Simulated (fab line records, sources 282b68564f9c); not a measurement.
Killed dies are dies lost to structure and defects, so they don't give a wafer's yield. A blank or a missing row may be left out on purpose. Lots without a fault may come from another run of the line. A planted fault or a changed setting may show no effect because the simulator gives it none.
Split-lot experiment | flow rit_cmos | 5 lots, 27 wafers read, on a route of 202 steps

THE SPLIT
At RIT_ACTIVE_OXIDATION_01 (target thk 46.8 nm, ox time 3360 s), the setting ox_time_s was moved away from the recipe's 3360 s on 12 of the 27 wafers read, by -56.8% to -38.1%. The other wafers ran this setting at the recipe's value.

The file shows no step between the split and the reading.

THE READING
ACTIVE_OXIDE_THK, in nm, at RIT_ACTIVE_THK_MEAS_02. Fault-free wafers of this fab line usually give 46.8 nm, standard deviation 1.1 nm.

wafer  | tool, chamber at the split | ox_time_s as run, s | against the recipe | ACTIVE_OXIDE_THK, nm | against lot-mates on the recipe
L075.1 | furnace-03, 0              | 3360                | recipe             | 46.5                 | -
L075.3 | furnace-03, 0              | 3360                | recipe             | 47.2                 | -
L075.4 | furnace-03, 0              | 3360                | recipe             | 46.7                 | -
L076.1 | -, -                       | 3360                | recipe             | 46.4                 | -
L076.2 | -, -                       | 3360                | recipe             | 45.7                 | -
L076.3 | -, -                       | 3360                | recipe             | 45.1                 | -
L076.4 | -, -                       | 3360                | recipe             | 46.4                 | -
L076.5 | -, -                       | 3360                | recipe             | 46.1                 | -
L076.6 | -, -                       | 3360                | recipe             | 47.0                 | -
L078.1 | -, -                       | 2080                | -38.1%             | 34.1                 | no lot-mate on the recipe
L078.2 | -, -                       | 2080                | -38.1%             | 34.5                 | no lot-mate on the recipe
L078.3 | -, -                       | 2080                | -38.1%             | 33.9                 | no lot-mate on the recipe
L078.4 | -, -                       | 2080                | -38.1%             | 33.6                 | no lot-mate on the recipe
L078.5 | -, -                       | 2080                | -38.1%             | 34.2                 | no lot-mate on the recipe
L078.6 | -, -                       | 2080                | -38.1%             | 34.2                 | no lot-mate on the recipe
L083.1 | -, -                       | 3360                | recipe             | 48.7                 | -
L083.2 | -, -                       | 3360                | recipe             | 47.8                 | -
L083.3 | -, -                       | 3360                | recipe             | 47.8                 | -
L083.4 | -, -                       | 3360                | recipe             | 48.1                 | -
L083.5 | -, -                       | 3360                | recipe             | 47.8                 | -
L083.6 | -, -                       | 3360                | recipe             | 48.3                 | -
L084.1 | -, -                       | 1453                | -56.8%             | 27.2                 | no lot-mate on the recipe
L084.2 | -, -                       | 1453                | -56.8%             | 26.7                 | no lot-mate on the recipe
L084.3 | -, -                       | 1453                | -56.8%             | 26.6                 | no lot-mate on the recipe
L084.4 | -, -                       | 1453                | -56.8%             | 27.2                 | no lot-mate on the recipe
L084.5 | -, -                       | 1453                | -56.8%             | 26.9                 | no lot-mate on the recipe
L084.6 | -, -                       | 1453                | -56.8%             | 27.6                 | no lot-mate on the recipe

THE FIT
A straight line over all 27 wafers: ACTIVE_OXIDE_THK changes by +0.349 nm for each +1% of ox_time_s; r = +1.00; the points scatter about the line by 0.82 nm.
Too few moved wafers have a lot-mate on the recipe to fit a line with each lot's own level taken away.

THE WHOLE CHAIN: every reading that the file lists as answering this split, in the file's order
step                    | what it does                                            | reading                                                                             | change (the file's fit)               | r (the file's)
RIT_ACTIVE_OXIDATION_01 | target thk 46.8 nm, ox time 3360 s                      | SiO2_of_ACTIVE_OXIDATION_01.thk_nm (the simulator's own value, which no gauge read) | +0.35 nm for each +1% of the setting  | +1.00
RIT_ACTIVE_THK_MEAS_02  |                                                         | ACTIVE_OXIDE_THK                                                                    | +0.35 for each +1% of the setting     | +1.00
RIT_FOX2_WET_ETCH_03    | etches Si3N4 in H3PO4, target depth 195 nm, time 2700 s | SiO2_of_ACTIVE_OXIDATION_01.thk_nm (the simulator's own value, which no gauge read) | +0.314 nm for each +1% of the setting | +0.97
RIT_M1_PROBE_99         |                                                         | etest.nldd.width_nm (the simulator's own value, which no gauge read)                | -2.6 nm for each +1% of the setting   | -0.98
RIT_M1_PROBE_99         |                                                         | etest.pldd.width_nm (the simulator's own value, which no gauge read)                | -2.68 nm for each +1% of the setting  | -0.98

THE FILE'S OWN FIT
ACTIVE_OXIDE_THK changes by +0.35 nm for each +1% of ox_time_s, r = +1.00.
